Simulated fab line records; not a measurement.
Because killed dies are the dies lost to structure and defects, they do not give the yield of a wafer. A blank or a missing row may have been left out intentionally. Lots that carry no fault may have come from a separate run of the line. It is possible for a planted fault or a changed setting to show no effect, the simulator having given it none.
Which tool is to blame? | flow berkeley_cmos170 | 14 lots with 42 wafers sampled at 5 steps, on a route of 331 steps

## WHAT THE GAUGES READ, wafer by wafer
UCB170_NLDD_CD_MEAS_06: the cd target is 1200 nm.
lot  | measured     | on        | cd_nm (nm)
L585 | day 6 05:22  | cd_sem-01 | 1200.5 1200.0 1201.7
L584 | day 6 02:04  | cd_sem-01 | 1198.8 1198.2 1197.5
L586 | day 6 05:04  | cd_sem-01 | 1201.0 1200.3 1201.1
L590 | day 7 09:23  | cd_sem-02 | 1202.5 1202.4 1203.7
L592 | day 7 18:39  | cd_sem-02 | 1204.0 1202.8 1202.6
L597 | day 8 18:37  | cd_sem-01 | 1204.9 1203.7 1203.9
L600 | day 9 14:40  | cd_sem-01 | 1201.7 1200.3 1201.5
L601 | day 9 22:08  | cd_sem-02 | 1200.3 1200.5 1200.8
L603 | day 10 03:17 | cd_sem-01 | 1201.2 1202.4 1199.8
L602 | day 10 02:59 | cd_sem-02 | 1200.7 1200.3 1201.4
L604 | day 10 03:32 | cd_sem-02 | 1198.7 1198.3 1199.6
L605 | day 11 03:00 | cd_sem-01 | 1202.5 1199.9 1201.0
L606 | day 11 09:20 | cd_sem-01 | 1199.8 1200.2 1199.8
L607 | day 11 09:39 | cd_sem-01 | 1199.4 1199.7 1197.9

UCB170_V2_OVL_MEAS_13.
lot  | measured     | on         | V2_OVL (nm)
L585 | day 7 14:54  | overlay-02 | 3 -2 4
L584 | day 7 09:46  | overlay-01 | 7 1 -2
L586 | day 7 16:16  | overlay-01 | -2 3 4
L590 | day 8 14:26  | overlay-01 | 1 -3 -9
L592 | day 9 04:16  | overlay-01 | 5 -2 3
L597 | day 10 03:31 | overlay-01 | -9 4 -6
L600 | day 11 00:01 | overlay-01 | 10 8 0
L601 | day 11 07:44 | overlay-01 | 0 0 3
L603 | day 11 12:17 | overlay-01 | 6 9 7
L602 | day 11 12:02 | overlay-02 | 3 1 4
L604 | day 11 12:54 | overlay-02 | 6 -3 -2
L605 | day 12 10:57 | overlay-01 | 7 0 -3
L606 | day 12 18:49 | overlay-01 | -4 4 -4
L607 | day 12 19:11 | overlay-01 | 0 -12 -2

## TOOL THAT RAN EACH LOT (tool first, then ch and the chambers of the sampled wafers, then the start)
lot  | UCB170_NWELL_ETCH_13              | UCB170_M2_METAL_ETCH_18           | UCB170_M2_STRIP_19
L585 | rie_diel-02 ch 1,2,3, day 2 08:08 | rie_metal-03 ch 0,1, day 7 12:20  | plasma_asher-03 ch 0,1, day 7 12:30
L584 | rie_diel-01 ch 0,1,2, day 2 08:25 | rie_metal-04 ch 0,1, day 7 06:11  | plasma_asher-02 ch 0,1, day 7 06:22
L586 | rie_diel-02 ch 0,1, day 2 12:32   | rie_metal-04 ch 0,1, day 7 12:17  | plasma_asher-02 ch 0,1, day 7 12:29
L590 | rie_diel-01 ch 0,1,2, day 3 09:05 | rie_metal-03 ch 0,1, day 8 12:04  | plasma_asher-02 ch 0,1, day 8 12:15
L592 | rie_diel-04 ch 0,3, day 4 00:55   | rie_metal-03 ch 0,1, day 9 01:48  | plasma_asher-03 ch 1, day 9 01:59
L597 | rie_diel-01 ch 0,1,2, day 4 19:23 | rie_metal-01 ch 0,1, day 10 01:04 | plasma_asher-03 ch 0,1, day 10 01:15
L600 | rie_diel-02 ch 1,2,3, day 5 14:01 | rie_metal-04 ch 0,1, day 10 21:49 | plasma_asher-03 ch 0,1, day 10 21:59
L601 | rie_diel-04 ch 1,2, day 5 21:43   | rie_metal-01 ch 0,1, day 11 04:55 | plasma_asher-02 ch 0,1, day 11 05:06
L603 | rie_diel-01 ch 0,3, day 6 02:11   | rie_metal-03 ch 0,1, day 11 09:59 | plasma_asher-01 ch 0,1, day 11 10:08
L602 | rie_diel-02 ch 1,2,3, day 6 02:48 | rie_metal-04 ch 0,1, day 11 09:44 | plasma_asher-03 ch 0,1, day 11 09:56
L604 | rie_diel-04 ch 1,3, day 6 07:57   | rie_metal-01 ch 0,1, day 11 10:06 | plasma_asher-03 ch 0,1, day 11 10:17
L605 | rie_diel-02 ch 0,1,2, day 6 18:07 | rie_metal-03 ch 0,1, day 12 08:28 | plasma_asher-02 ch 0,1, day 12 08:39
L606 | rie_diel-01 ch 1,3, day 7 02:17   | rie_metal-01 ch 0, day 12 16:31   | plasma_asher-03 ch 0,1, day 12 16:42
L607 | rie_diel-01 ch 0,1,3, day 7 07:47 | rie_metal-04 ch 0,1, day 12 16:49 | plasma_asher-01 ch 0,1, day 12 16:58
- UCB170_NWELL_ETCH_13: etches Si3N4 in CH3F/Ar/O2, stops on SiO2, target depth 246.4 nm, time 154 s.
- UCB170_M2_METAL_ETCH_18: etches Al in Cl2/BCl3, stops on SiO2, target depth 1170 nm, time 195 s.
- UCB170_M2_STRIP_19: strips in O2.

## WHAT THE TOOLS THEMSELVES READ (means of the sampled wafers that have a number; where no wafer has one, the mark that the record gives instead)
UCB170_NWELL_ETCH_13.
lot  | tool        | drypump_motor_current_A (A) | oes_product_au (a.u.) | rf_fwd_power_W (W) | throttle_valve_pct (%)
L585 | rie_diel-02 | 5.7                         | 0.940                 | 448.4              | 8.15
L584 | rie_diel-01 | 5.4                         | 0.938                 | 448.5              | 8.02
L586 | rie_diel-02 | 5.8                         | 0.957                 | 446.1              | 8.08
L590 | rie_diel-01 | 5.4                         | 0.938                 | 449.2              | 8.00
L592 | rie_diel-04 | 5.6                         | 0.960                 | 448.0              | 8.06
L597 | rie_diel-01 | 5.4                         | 0.935                 | 448.7              | 7.99
L600 | rie_diel-02 | 5.7                         | 0.943                 | 448.0              | 8.16
L601 | rie_diel-04 | 5.6                         | 0.935                 | 447.7              | 8.05
L603 | rie_diel-01 | 5.3                         | 0.951                 | 449.4              | 8.03
L602 | rie_diel-02 | 5.7                         | 0.951                 | 447.5              | 8.16
L604 | rie_diel-04 | 5.4                         | 0.964                 | 447.9              | 8.09
L605 | rie_diel-02 | 5.5                         | 0.960                 | 447.6              | 8.11
L606 | rie_diel-01 | 6.0                         | 0.949                 | 448.9              | 7.81
L607 | rie_diel-01 | 5.6                         | 0.951                 | 448.9              | 7.93

UCB170_M2_METAL_ETCH_18.
lot  | tool         | drypump_motor_current_A (A) | oes_product_au (a.u.) | rf_fwd_power_W (W) | throttle_valve_pct (%)
L585 | rie_metal-03 | 5.4                         | 0.860                 | 598.9              | 24.3
L584 | rie_metal-04 | 6.2                         | 0.848                 | 597.7              | 24.1
L586 | rie_metal-04 | 5.6                         | 0.845                 | 598.4              | 24.5
L590 | rie_metal-03 | 5.0                         | 0.861                 | 524.9              | 24.3
L592 | rie_metal-03 | 5.0                         | 0.863                 | 527.2              | 24.3
L597 | rie_metal-01 | 5.4                         | 0.860                 | 598.3              | 24.5
L600 | rie_metal-04 | 6.2                         | 0.853                 | 597.4              | 24.1
L601 | rie_metal-01 | 5.4                         | 0.863                 | 600.0              | 24.5
L603 | rie_metal-03 | 5.4                         | 0.859                 | 596.9              | 24.3
L602 | rie_metal-04 | 5.6                         | 0.850                 | 596.9              | 24.5
L604 | rie_metal-01 | 5.4                         | 0.859                 | 598.8              | 24.5
L605 | rie_metal-03 | 5.0                         | 0.861                 | 600.1              | 24.3
L606 | rie_metal-01 | 5.4                         | 0.855                 | 596.0              | 24.7
L607 | rie_metal-04 | 6.2                         | 0.851                 | 597.2              | 24.1

UCB170_M2_STRIP_19.
lot  | tool            | drypump_motor_current_A (A) | oes_product_au (a.u.)
L585 | plasma_asher-03 | 5.7                         | 0.543
L584 | plasma_asher-02 | 5.5                         | 0.552
L586 | plasma_asher-02 | 5.0                         | 0.534
L590 | plasma_asher-02 | 5.5                         | 0.619
L592 | plasma_asher-03 | 5.7                         | 0.625
L597 | plasma_asher-03 | 5.7                         | 0.518
L600 | plasma_asher-03 | 5.6                         | 0.581
L601 | plasma_asher-02 | 5.5                         | 0.520
L603 | plasma_asher-01 | 5.7                         | 0.560
L602 | plasma_asher-03 | 5.7                         | 0.534
L604 | plasma_asher-03 | 5.7                         | 0.513
L605 | plasma_asher-02 | 5.5                         | 0.557
L606 | plasma_asher-03 | 5.6                         | 0.522
L607 | plasma_asher-01 | 5.7                         | 0.564

## THE ANSWER, worked out from the rows above alone
Rule: the usual values come from the lots themselves. Put in order of their means at a reading, lots are off if they are a third of the lots or fewer, leave a main group of 4 or more, and stand apart from it by a gap of 3 or more times the standard deviation of the main group's means; of several such gaps the widest counts. Not used: any main group whose means are identical at the precision the tables above print for the reading. A lot without any number at a reading at which 4 lots or more have one is off too. All remaining lots with rows at the step are treated as sound. After the gauges, taken in route order, come the tools' own readings; for these a lot's mean is taken, as printed above. The first step at which some lot is off is used, and at that step the reading that is off furthest; a lot without a number counts as furthest.
Off: L590, L592 (UCB170_M2_METAL_ETCH_18, rf_fwd_power_W). The main group has a mean of 598.0 W with a standard deviation of 1.2.
If a tool, at that step or one of the process steps before it, ran each lot that is off and ran no sound lot following the first of them, it fits. Of those tried, none fits.

## WHAT HAD BEEN PUT IN BY THE SIMULATOR
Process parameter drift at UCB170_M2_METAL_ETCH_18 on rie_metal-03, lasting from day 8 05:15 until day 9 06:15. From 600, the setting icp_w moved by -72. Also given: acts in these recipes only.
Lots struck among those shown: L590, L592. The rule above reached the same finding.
